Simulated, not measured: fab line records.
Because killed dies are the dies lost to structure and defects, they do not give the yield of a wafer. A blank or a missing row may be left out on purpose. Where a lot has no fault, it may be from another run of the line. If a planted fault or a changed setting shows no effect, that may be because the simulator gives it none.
Which of the tools did it? :: flow berkeley-cmos170 :: Sampling: 15 lots, 45 wafers, 4 of 331 route steps

== WHAT THE GAUGES SHOWED, per wafer ==
UCB170_M2_OVL_MEAS_16.
lot: L938
measured: day 8 05:16
on: overlay-02
M2_OVL (nm): -12 2 -8

lot: L939
measured: day 8 04:42
on: overlay-01
M2_OVL (nm): 6 -3 2

lot: L942
measured: day 8 17:01
on: overlay-02
M2_OVL (nm): 0 -2 -3

lot: L944
measured: day 8 17:08
on: overlay-01
M2_OVL (nm): 1 -4 -1

lot: L941
measured: day 8 17:38
on: overlay-02
M2_OVL (nm): 7 2 5

lot: L947
measured: day 9 03:48
on: overlay-02
M2_OVL (nm): -6 1 -1

lot: L945
measured: day 9 04:14
on: overlay-02
M2_OVL (nm): -5 -1 -7

lot: L946
measured: day 9 04:05
on: overlay-01
M2_OVL (nm): 4 2 8

lot: L949
measured: day 9 16:59
on: overlay-01
M2_OVL (nm): -9 7 -10

lot: L952
measured: day 10 09:31
on: overlay-01
M2_OVL (nm): -4 -2 0

lot: L954
measured: day 10 16:26
on: overlay-01
M2_OVL (nm): -4 4 -6

lot: L953
measured: day 10 17:12
on: overlay-01
M2_OVL (nm): 3 -4 3

lot: L956
measured: day 11 10:51
on: overlay-01
M2_OVL (nm): 3 2 -8

lot: L960
measured: day 11 20:17
on: overlay-02
M2_OVL (nm): -3 -6 1

lot: L961
measured: day 12 04:58
on: overlay-02
M2_OVL (nm): -2 -6 -15

UCB170_V2_THK_MEAS_04.
lot: L938
measured: day 8 06:23
on: film-metro-03
V2_POLISHED_THK (nm): 999.4 999.5 999.2

lot: L939
measured: day 8 05:49
on: film-metro-01
V2_POLISHED_THK (nm): 998.9 1000.2 999.4

lot: L942
measured: day 8 18:09
on: film-metro-01
V2_POLISHED_THK (nm): 999.4 999.8 1000.3

lot: L944
measured: day 8 18:19
on: film-metro-04
V2_POLISHED_THK (nm): 999.3 999.6 999.0

lot: L941
measured: day 8 18:45
on: film-metro-01
V2_POLISHED_THK (nm): 1001.1 1001.6 1001.3

lot: L947
measured: day 9 04:55
on: film-metro-04
V2_POLISHED_THK (nm): 1002.8 1000.9 1001.5

lot: L945
measured: day 9 05:21
on: film-metro-04
V2_POLISHED_THK (nm): 1001.5 999.0 999.3

lot: L946
measured: day 9 05:13
on: film-metro-03
V2_POLISHED_THK (nm): 1000.2 1000.0 1001.5

lot: L949
measured: day 9 18:08
on: film-metro-03
V2_POLISHED_THK (nm): 999.1 999.3 1002.7

lot: L952
measured: day 10 10:38
on: film-metro-01
V2_POLISHED_THK (nm): 999.5 998.5 998.7

lot: L954
measured: day 10 17:33
on: film-metro-01
V2_POLISHED_THK (nm): 997.8 999.0 998.9

lot: L953
measured: day 10 18:19
on: film-metro-03
V2_POLISHED_THK (nm): 998.3 999.1 998.5

lot: L956
measured: day 11 11:59
on: film-metro-01
V2_POLISHED_THK (nm): 998.9 1000.3 998.9

lot: L960
measured: day 11 21:45
on: film-metro-04
V2_POLISHED_THK (nm): 996.8 997.8 998.9

lot: L961
measured: day 12 06:05
on: film-metro-01
V2_POLISHED_THK (nm): 998.2 997.3 1000.8

UCB170_M3_CD_MEAS_15: the cd target is 700 nm.
lot: L938
measured: day 8 12:55
on: cd-sem-02
cd-nm (nm): 699.9 699.9 700.6

lot: L939
measured: day 8 12:21
on: cd-sem-02
cd-nm (nm): 700.6 700.4 702.0

lot: L942
measured: day 8 23:09
on: cd-sem-01
cd-nm (nm): 698.9 700.3 701.0

lot: L944
measured: day 8 23:25
on: cd-sem-02
cd-nm (nm): 700.5 702.9 701.7

lot: L941
measured: day 8 23:42
on: cd-sem-02
cd-nm (nm): 699.9 700.1 700.6

lot: L947
measured: day 9 08:53
on: cd-sem-02
cd-nm (nm): 699.4 699.7 699.1

lot: L945
measured: day 9 10:34
on: cd-sem-02
cd-nm (nm): 700.5 701.0 700.8

lot: L946
measured: day 9 10:31
on: cd-sem-01
cd-nm (nm): 701.8 701.4 702.0

lot: L949
measured: day 9 23:26
on: cd-sem-02
cd-nm (nm): 702.0 701.4 703.3

lot: L952
measured: day 10 16:24
on: cd-sem-02
cd-nm (nm): 698.9 699.5 699.8

lot: L954
measured: day 10 22:49
on: cd-sem-01
cd-nm (nm): 700.7 701.3 702.3

lot: L953
measured: day 10 23:26
on: cd-sem-01
cd-nm (nm): 701.1 702.1 700.9

lot: L956
measured: day 11 15:51
on: cd-sem-01
cd-nm (nm): 700.7 699.7 701.6

lot: L960
measured: day 12 05:31
on: cd-sem-02
cd-nm (nm): 699.2 699.3 698.9

lot: L961
measured: day 12 10:43
on: cd-sem-02
cd-nm (nm): 699.9 699.4 700.7

== WHICH TOOL RAN EACH LOT (tool, then ch and the chambers of the sampled wafers, then the start) ==
lot: L938
UCB170_GATE_ETCH_15: rie-si-02 ch 1,2,3, day 6 14:05

lot: L939
UCB170_GATE_ETCH_15: rie-si-02 ch 0,1,3, day 6 14:34

lot: L942
UCB170_GATE_ETCH_15: rie-si-02 ch 1,2,3, day 7 09:04

lot: L944
UCB170_GATE_ETCH_15: rie-si-01 ch 0,2,3, day 7 09:11

lot: L941
UCB170_GATE_ETCH_15: rie-si-01 ch 2,3, day 7 09:32

lot: L947
UCB170_GATE_ETCH_15: rie-si-02 ch 0,1,2, day 7 17:03

lot: L945
UCB170_GATE_ETCH_15: rie-si-01 ch 0,3, day 7 17:19

lot: L946
UCB170_GATE_ETCH_15: rie-si-02 ch 0,1,2, day 7 17:30

lot: L949
UCB170_GATE_ETCH_15: rie-si-01 ch 0,1, day 8 05:36

lot: L952
UCB170_GATE_ETCH_15: rie-si-02 ch 0,2,3, day 8 22:17

lot: L954
UCB170_GATE_ETCH_15: rie-si-02 ch 0,1,2, day 9 07:46

lot: L953
UCB170_GATE_ETCH_15: rie-si-02 ch 0,2,3, day 9 08:18

lot: L956
UCB170_GATE_ETCH_15: rie-si-01 ch 1,2, day 9 23:23

lot: L960
UCB170_GATE_ETCH_15: rie-si-01 ch 2,3, day 10 10:47

lot: L961
UCB170_GATE_ETCH_15: rie-si-01 ch 0,1,2, day 10 19:12
- UCB170_GATE_ETCH_15: etches poly-Si in HBr/Cl2, stops on SiO2, time 56.3 s, target depth 278.2 nm.

== WHAT THE TOOLS THEMSELVES READ (means of the sampled wafers that have a number; where no wafer has one, the mark that the record gives instead) ==
UCB170_GATE_ETCH_15.
lot: L938
tool: rie-si-02
drypump-motor-current-A (A): 5.7
oes-product-au (a.u.): 0.831
throttle-valve-pct (%): 26.11

lot: L939
tool: rie-si-02
drypump-motor-current-A (A): 5.6
oes-product-au (a.u.): 0.852
throttle-valve-pct (%): 26.29

lot: L942
tool: rie-si-02
drypump-motor-current-A (A): 5.7
oes-product-au (a.u.): 0.834
throttle-valve-pct (%): 26.13

lot: L944
tool: rie-si-01
drypump-motor-current-A (A): 5.6
oes-product-au (a.u.): 0.843
throttle-valve-pct (%): 26.44

lot: L941
tool: rie-si-01
drypump-motor-current-A (A): 5.6
oes-product-au (a.u.): 0.831
throttle-valve-pct (%): 26.40

lot: L947
tool: rie-si-02
drypump-motor-current-A (A): 5.4
oes-product-au (a.u.): 0.831
throttle-valve-pct (%): 26.25

lot: L945
tool: rie-si-01
drypump-motor-current-A (A): 5.3
oes-product-au (a.u.): 0.818
throttle-valve-pct (%): 26.31

lot: L946
tool: rie-si-02
drypump-motor-current-A (A): 5.4
oes-product-au (a.u.): 0.839
throttle-valve-pct (%): 26.26

lot: L949
tool: rie-si-01
drypump-motor-current-A (A): 5.1
oes-product-au (a.u.): 0.827
throttle-valve-pct (%): 26.35

lot: L952
tool: rie-si-02
drypump-motor-current-A (A): 5.7
oes-product-au (a.u.): 0.954
throttle-valve-pct (%): 26.26

lot: L954
tool: rie-si-02
drypump-motor-current-A (A): 5.4
oes-product-au (a.u.): 0.962
throttle-valve-pct (%): 26.26

lot: L953
tool: rie-si-02
drypump-motor-current-A (A): 5.7
oes-product-au (a.u.): 0.971
throttle-valve-pct (%): 26.26

lot: L956
tool: rie-si-01
drypump-motor-current-A (A): 5.3
oes-product-au (a.u.): 0.831
throttle-valve-pct (%): 26.42

lot: L960
tool: rie-si-01
drypump-motor-current-A (A): 5.6
oes-product-au (a.u.): 0.839
throttle-valve-pct (%): 26.41

lot: L961
tool: rie-si-01
drypump-motor-current-A (A): 5.5
oes-product-au (a.u.): 0.840
throttle-valve-pct (%): 26.44

== THE ANSWER, worked out from the rows above alone ==
Rule: what is usual is taken from the lots themselves. Put in order of their means at a reading, lots are off if they are a third of the lots or fewer, leave a main group of 4 or more, and stand apart from it by a gap of 3 or more times the standard deviation of the main group's means; of several such gaps the widest counts. The tables above print the reading to a certain number of digits; a main group whose means all agree to those digits is not used. A lot without any number at a reading at which 4 lots or more have one is off too. All remaining lots with rows at the step are treated as sound. Order of review: gauges by route order, followed by the tools' own readings, for which a lot's mean as printed above is used. The first step at which some lot is off is used, and at that step the reading that is off furthest; a lot without a number counts as furthest.
Off at UCB170_GATE_ETCH_15 (oes-product-au): L952, L954, L953. Mean 0.835 a.u. and standard deviation 0.0083 in the main group.
A tool fits if, at that step or a process step before it, it ran every lot that is off, and no sound lot after the first of them. One fits: UCB170_GATE_ETCH_15 on rie-si-02. Its last sound lot is L946 (day 7 17:30), its first lot that is off L952 (day 8 22:17): a fault that began between those two fits.
On the lots that are off, the tool's own readings at UCB170_GATE_ETCH_15 differ by more than 5 times the standard deviation of the sound lots' means, which bears it out; oes-product-au reads 0.962 a.u. there versus 0.835 a.u. on the sound lots.

== WHAT THE SIMULATOR HAD PUT IN ==
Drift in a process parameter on rie-si-02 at UCB170_GATE_ETCH_15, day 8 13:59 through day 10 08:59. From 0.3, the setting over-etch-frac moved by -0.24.
Struck lots among those shown: L952, L954, L953. The rule given above showed the same thing.
